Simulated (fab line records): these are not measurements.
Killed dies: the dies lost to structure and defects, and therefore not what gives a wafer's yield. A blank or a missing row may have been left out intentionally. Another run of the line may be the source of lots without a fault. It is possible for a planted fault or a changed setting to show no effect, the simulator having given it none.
The same fault as seen by 2 desks || flow berkeleyCmos170 || only its own numbers are on each desk; what lay behind them is given at the end

## FROM THE METROLOGY DESK
What the gauges read for every lot (on any tool): the sampled wafers with a number, averaged. Marked OUT: a lot whose mean sits more than 4 standard deviations from the usual mean, which makes it out of limits; the brackets give that distance.
Columns: A = SACOX_OXIDE_THK at UCB170_SACOX_THK_MEAS_02, usual 14.51 nm; B = SCREENOX_OXIDE_THK at UCB170_SCREENOX_THK_MEAS_02, usual 14.42 nm; C = NVT_OVL at UCB170_NVT_OVL_MEAS_06, usual 5 nm
{"lot": "L915", "first seen here": "day 6 14:11", "A": 14.22, "B": 14.28, "C": 9}
{"lot": "L920", "first seen here": "day 7 15:11", "A": 14.51, "B": 14.29, "C": -2}
{"lot": "L926", "first seen here": "day 9 16:50", "A": 14.28, "B": 14.36, "C": 11}
{"lot": "L927", "first seen here": "day 9 16:51", "A": 14.93, "B": 14.82, "C": 9}
{"lot": "L931", "first seen here": "day 10 05:46", "A": 14.66, "B": 14.28, "C": 7}
{"lot": "L932", "first seen here": "day 10 15:47", "A": 14.36, "B": 14.47, "C": 7}
Result from this desk: across the 6 lots, nothing is out of limits.

## FOR THE TOOL OWNER'S DESK: implanter-03
The tool's own readings at UCB170_NVT_IMPLANT_07: means of the sampled wafers that have a number, for each lot that ran on this tool. Marked OUT: a lot whose mean sits more than 4 standard deviations from the usual mean, which makes it out of limits; the brackets give that distance.
Columns: A = doseIonsCm2 at UCB170_NVT_IMPLANT_07, usual 3e+12; B = faradayCurrentUA at UCB170_NVT_IMPLANT_07, usual 9.52
{"lot": "L920", "first seen here": "day 8 05:17", "A": 3e+12, "B": 9.34}
{"lot": "L926", "first seen here": "day 10 04:52", "A": "3e+12 (-76) OUT", "B": "8.65 (-4.6) OUT"}
{"lot": "L927", "first seen here": "day 10 05:23", "A": "3e+12 (-76) OUT", "B": "8.75 (-4.0) OUT"}
This desk's finding: out of limits on L926, L927; first on L926, day 10 04:52 (doseIonsCm2 at UCB170_NVT_IMPLANT_07). L920 stayed within limits.

## TAKEN TOGETHER
On L926, L927, at day 10 04:52, an alarm was possible from the tool owner's desk.
The metrology desk saw nothing out of limits.
The metrology desk has L926, L927 on record, within its limits.
UCB170_NVT_IMPLANT_07 was run on implanter-03 by each of the lots named.

## WHAT HAD BEEN PUT IN BY THE SIMULATOR
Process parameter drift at UCB170_NVT_IMPLANT_07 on implanter-03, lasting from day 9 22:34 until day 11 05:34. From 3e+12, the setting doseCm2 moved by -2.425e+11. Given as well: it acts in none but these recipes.
Struck lots among those shown: L926, L927.
Each desk's first reading out of limits, in hours after the fault started: the tool owner's desk, 6.
